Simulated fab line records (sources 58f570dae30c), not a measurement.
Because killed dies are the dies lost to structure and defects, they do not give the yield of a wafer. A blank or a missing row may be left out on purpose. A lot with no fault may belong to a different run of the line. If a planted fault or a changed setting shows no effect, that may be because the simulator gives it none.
Split-lot trial / flow berkeleyCmos170 / 23 wafers read from 5 lots, route of 331 steps

== ABOUT THE SPLIT ==
At UCB170_V2_EXPOSE_09 (exposes mask VIA2, target cd 700 nm), the setting doseMj was moved away from the recipe's 37 on 8 of the 23 wafers read, by -6.5% to +6.1%. All remaining wafers had this setting at the recipe value.

== FROM THE SPLIT TO THE READING: what the file shows between them, 5 steps ==
- UCB170_V2_PEB_10
- UCB170_V2_DEVELOP_11: develop time 45 s
- UCB170_V2_CD_MEAS_12: target cd 700 nm
- UCB170_V2_ETCH_14: etches SiO2 in CHF3/CF4/Ar, stops on Al, target depth 1250 nm, time 291 s (also split here: timeS)
- UCB170_V2_STRIP_15: strips in O2

== THE READING ==
cdNm at UCB170_V2_CD_MEAS_90, given in nm (cd target 700 nm). A value of 700.2 nm with a standard deviation of 1.2 nm is what fault-free wafers of this fab line usually give.

wafer=L074.2; tool, chamber at the split=krfScanner-02, 0; doseMj as run=37.87; against the recipe=+2.4%; cdNm, nm=701.4; against lot-mates on the recipe=+3.1
wafer=L074.3; tool, chamber at the split=krfScanner-02, 0; doseMj as run=37; against the recipe=recipe; cdNm, nm=699.6; against lot-mates on the recipe=-
wafer=L074.4; tool, chamber at the split=krfScanner-02, 0; doseMj as run=37.87; against the recipe=+2.4%; cdNm, nm=703.3; against lot-mates on the recipe=+5.0
wafer=L074.5; tool, chamber at the split=krfScanner-02, 0; doseMj as run=37; against the recipe=recipe; cdNm, nm=698.0; against lot-mates on the recipe=-
wafer=L074.6; tool, chamber at the split=krfScanner-02, 0; doseMj as run=37; against the recipe=recipe; cdNm, nm=697.3; against lot-mates on the recipe=-
wafer=L077.1; tool, chamber at the split=krfScanner-02, 0; doseMj as run=37; against the recipe=recipe; cdNm, nm=698.8; against lot-mates on the recipe=-
wafer=L077.3; tool, chamber at the split=krfScanner-02, 0; doseMj as run=35.71; against the recipe=-3.5%; cdNm, nm=692.3; against lot-mates on the recipe=-7.4
wafer=L077.4; tool, chamber at the split=krfScanner-02, 0; doseMj as run=37; against the recipe=recipe; cdNm, nm=700.2; against lot-mates on the recipe=-
wafer=L077.5; tool, chamber at the split=krfScanner-02, 0; doseMj as run=35.71; against the recipe=-3.5%; cdNm, nm=694.9; against lot-mates on the recipe=-4.8
wafer=L077.6; tool, chamber at the split=krfScanner-02, 0; doseMj as run=37; against the recipe=recipe; cdNm, nm=700.2; against lot-mates on the recipe=-
wafer=L078.1; tool, chamber at the split=krfScanner-02, 0; doseMj as run=39.26; against the recipe=+6.1%; cdNm, nm=712.0; against lot-mates on the recipe=+10.9
wafer=L078.2; tool, chamber at the split=krfScanner-02, 0; doseMj as run=39.26; against the recipe=+6.1%; cdNm, nm=711.0; against lot-mates on the recipe=+9.9
wafer=L078.3; tool, chamber at the split=krfScanner-02, 0; doseMj as run=37; against the recipe=recipe; cdNm, nm=700.6; against lot-mates on the recipe=-
wafer=L078.4; tool, chamber at the split=krfScanner-02, 0; doseMj as run=37; against the recipe=recipe; cdNm, nm=701.1; against lot-mates on the recipe=-
wafer=L078.6; tool, chamber at the split=krfScanner-02, 0; doseMj as run=37; against the recipe=recipe; cdNm, nm=701.5; against lot-mates on the recipe=-
wafer=L082.1; tool, chamber at the split=krfScanner-02, 0; doseMj as run=37; against the recipe=recipe; cdNm, nm=699.4; against lot-mates on the recipe=-
wafer=L082.3; tool, chamber at the split=krfScanner-02, 0; doseMj as run=37; against the recipe=recipe; cdNm, nm=701.3; against lot-mates on the recipe=-
wafer=L082.4; tool, chamber at the split=krfScanner-02, 0; doseMj as run=37; against the recipe=recipe; cdNm, nm=700.0; against lot-mates on the recipe=-
wafer=L083.1; tool, chamber at the split=krfScanner-01, 0; doseMj as run=37; against the recipe=recipe; cdNm, nm=702.3; against lot-mates on the recipe=-
wafer=L083.2; tool, chamber at the split=krfScanner-01, 0; doseMj as run=34.61; against the recipe=-6.5%; cdNm, nm=689.1; against lot-mates on the recipe=-13.8
wafer=L083.3; tool, chamber at the split=krfScanner-01, 0; doseMj as run=37; against the recipe=recipe; cdNm, nm=704.1; against lot-mates on the recipe=-
wafer=L083.5; tool, chamber at the split=krfScanner-01, 0; doseMj as run=37; against the recipe=recipe; cdNm, nm=702.3; against lot-mates on the recipe=-
wafer=L083.6; tool, chamber at the split=krfScanner-01, 0; doseMj as run=34.61; against the recipe=-6.5%; cdNm, nm=690.0; against lot-mates on the recipe=-12.9

FIT RESULTS
A straight line over all 23 wafers: cdNm changes by +1.72 nm for each +1% of doseMj; r = +0.95; the points scatter about the line by 1.7 nm.
The same after taking each lot's own level away (the mean of its wafers on the recipe; 23 wafers): +1.87 nm for each +1%; r = +0.99; scatter 0.96 nm.
The reading moves by 12 nm for the largest change in doseMj, on that fit.
From 698.30 to 702.90 nm: that is the span of the lots' own levels, equal to 3.8 times the standard deviation above.
So the lot-to-lot level changes the slope little: the two slopes agree.
Check: for one of the wafers moved furthest among these (-6.5%), held out of the fit, the line's prediction against its lot-mates is -11.7 nm. It came out at -13.8 nm against them.

== FURTHER SPLITS ON THESE WAFERS ==
Before the reading, these wafers also passed through other splits. Each is held against what the fit with the lots' levels taken away leaves over:
other split on the same wafers=UCB170_V1_EXPOSE_09 doseMj; wafers away from the commonest value=5; r with cdNm (lot level and that fit taken away)=+0.06
other split on the same wafers=UCB170_M2_SPUTTER_01 chamberPressurePa; wafers away from the commonest value=18; r with cdNm (lot level and that fit taken away)=-0.09
other split on the same wafers=UCB170_V2_ETCH_14 timeS; wafers away from the commonest value=7; r with cdNm (lot level and that fit taken away)=+0.18

== THE WHOLE CHAIN: every reading that the file lists as answering this split, in the file's order ==
step=UCB170_V2_CD_MEAS_12; what it does=target cd 700 nm; reading=cdNm; change (the file's fit)=+1.86 nm for each +1% of the setting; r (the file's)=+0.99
step=UCB170_V2_ETCH_14; what it does=etches SiO2 in CHF3/CF4/Ar, stops on Al, target depth 1250 nm, time 291 s; reading=V2.cdNm (the simulator's own value, which no gauge read); change (the file's fit)=+1.85 nm for each +1% of the setting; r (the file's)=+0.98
step=UCB170_V2_CD_MEAS_90; what it does=target cd 700 nm; reading=cdNm; change (the file's fit)=+1.87 nm for each +1% of the setting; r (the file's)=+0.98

== THE FILE'S OWN FIT ==
cdNm changes by +1.87 nm for each +1% of doseMj, r = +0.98.
